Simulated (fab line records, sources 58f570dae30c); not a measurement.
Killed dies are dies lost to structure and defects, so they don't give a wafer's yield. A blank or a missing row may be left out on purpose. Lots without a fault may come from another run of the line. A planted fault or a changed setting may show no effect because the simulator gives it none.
Which tool did it? | flow berkeley_cmos170 | 13 lots, 39 wafers sampled, at 3 steps of a route of 331

WHAT THE GAUGES READ, wafer by wafer
UCB170_NWELL_OVL_MEAS_12.
lot  | measured    | on         | NWELL_OVL (nm)
L858 | day 2 12:54 | overlay-01 | 2 6 -3
L859 | day 3 01:10 | overlay-02 | 4 -10 5
L860 | day 3 01:27 | overlay-02 | -1 -5 -2
L861 | day 3 06:32 | overlay-01 | - - -
L862 | day 3 21:04 | overlay-01 | 0 1 3
L870 | day 5 04:05 | overlay-02 | -10 -6 -8
L872 | day 5 14:44 | overlay-02 | -6 5 -1
L874 | day 6 00:08 | overlay-01 | -5 -5 7
L875 | day 6 06:18 | overlay-02 | 3 -9 2
L876 | day 6 18:12 | overlay-02 | 9 3 6
L879 | day 6 21:11 | overlay-01 | 2 0 -4
L877 | day 6 21:19 | overlay-02 | 6 2 1
L878 | day 6 21:32 | overlay-01 | -1 3 -2

UCB170_NWELL_TW_MEAS_16.
lot  | measured    | on            | NWELL_TW
L858 | day 2 13:17 | film_metro-02 | 1255 1249 1253
L859 | day 3 01:34 | film_metro-02 | 1243 1241 1245
L860 | day 3 01:51 | film_metro-03 | 1263 1259 1255
L861 | day 3 06:55 | film_metro-04 | 30 30 30
L862 | day 3 21:27 | film_metro-03 | 1258 1263 1264
L870 | day 5 04:29 | film_metro-04 | 1228 1224 1221
L872 | day 5 15:10 | film_metro-04 | 1222 1222 1227
L874 | day 6 00:31 | film_metro-02 | 1250 1248 1247
L875 | day 6 06:41 | film_metro-02 | 1244 1241 1246
L876 | day 6 18:38 | film_metro-04 | 1223 1225 1228
L879 | day 6 21:34 | film_metro-02 | 1246 1242 1239
L877 | day 6 21:42 | film_metro-04 | 1229 1222 1227
L878 | day 6 21:56 | film_metro-03 | 1245 1237 1232

WHICH TOOL RAN EACH LOT (tool, then ch and the chambers of the sampled wafers, then the start)
lot  | UCB170_NWELL_EXPOSE_09
L858 | krf_scanner-02 ch 0, day 2 12:20
L859 | krf_scanner-01 ch 0, day 3 00:17
L860 | krf_scanner-01 ch 0, day 3 00:35
L861 | krf_scanner-01 ch 0, day 3 06:09
L862 | krf_scanner-02 ch 0, day 3 20:33
L870 | krf_scanner-01 ch 0, day 5 03:04
L872 | krf_scanner-01 ch 0, day 5 14:02
L874 | krf_scanner-02 ch 0, day 5 23:45
L875 | krf_scanner-01 ch 0, day 6 05:53
L876 | krf_scanner-01 ch 0, day 6 17:36
L879 | krf_scanner-02 ch 0, day 6 20:47
L877 | krf_scanner-02 ch 0, day 6 20:56
L878 | krf_scanner-01 ch 0, day 6 21:09
- UCB170_NWELL_EXPOSE_09: exposes mask NWELL, target cd 3000 nm.

WHAT THE TOOLS THEMSELVES READ (means of the sampled wafers that have a number; where no wafer has one, the mark that the record gives instead)
The record holds no such reading with a usual standard deviation.

THE ANSWER, worked out from the rows above alone
Rule: what is usual is taken from the lots themselves. Put in order of their means at a reading, lots are off if they are a third of the lots or fewer, leave a main group of 4 or more, and stand apart from it by a gap of 3 or more times the standard deviation of the main group's means; of several such gaps the widest counts. A main group whose means are all the same, to the digits that the tables above print for the reading, isn't used. A lot without any number at a reading at which 4 lots or more have one is off too. The other lots that the step has rows for count as sound. The gauges are gone through in route order, then the tools' own readings, and for those a lot's mean is taken as printed above. The first step at which some lot is off is used, and at that step the reading that is off furthest; a lot without a number counts as furthest.
Off: L861, at UCB170_NWELL_OVL_MEAS_12 (NWELL_OVL). Without a number there: L861. The main group: mean -0 nm, standard deviation 3.2.
A tool fits if, at a process step before that reading, it ran every lot that is off, and no sound lot after the first of them. The gauges at UCB170_NWELL_OVL_MEAS_12 aren't tried: what is off there is off at UCB170_NWELL_TW_MEAS_16 too, on other tools, and a gauge's error can't cause that. None of those tried fits.

WHAT THE SIMULATOR HAD PUT IN
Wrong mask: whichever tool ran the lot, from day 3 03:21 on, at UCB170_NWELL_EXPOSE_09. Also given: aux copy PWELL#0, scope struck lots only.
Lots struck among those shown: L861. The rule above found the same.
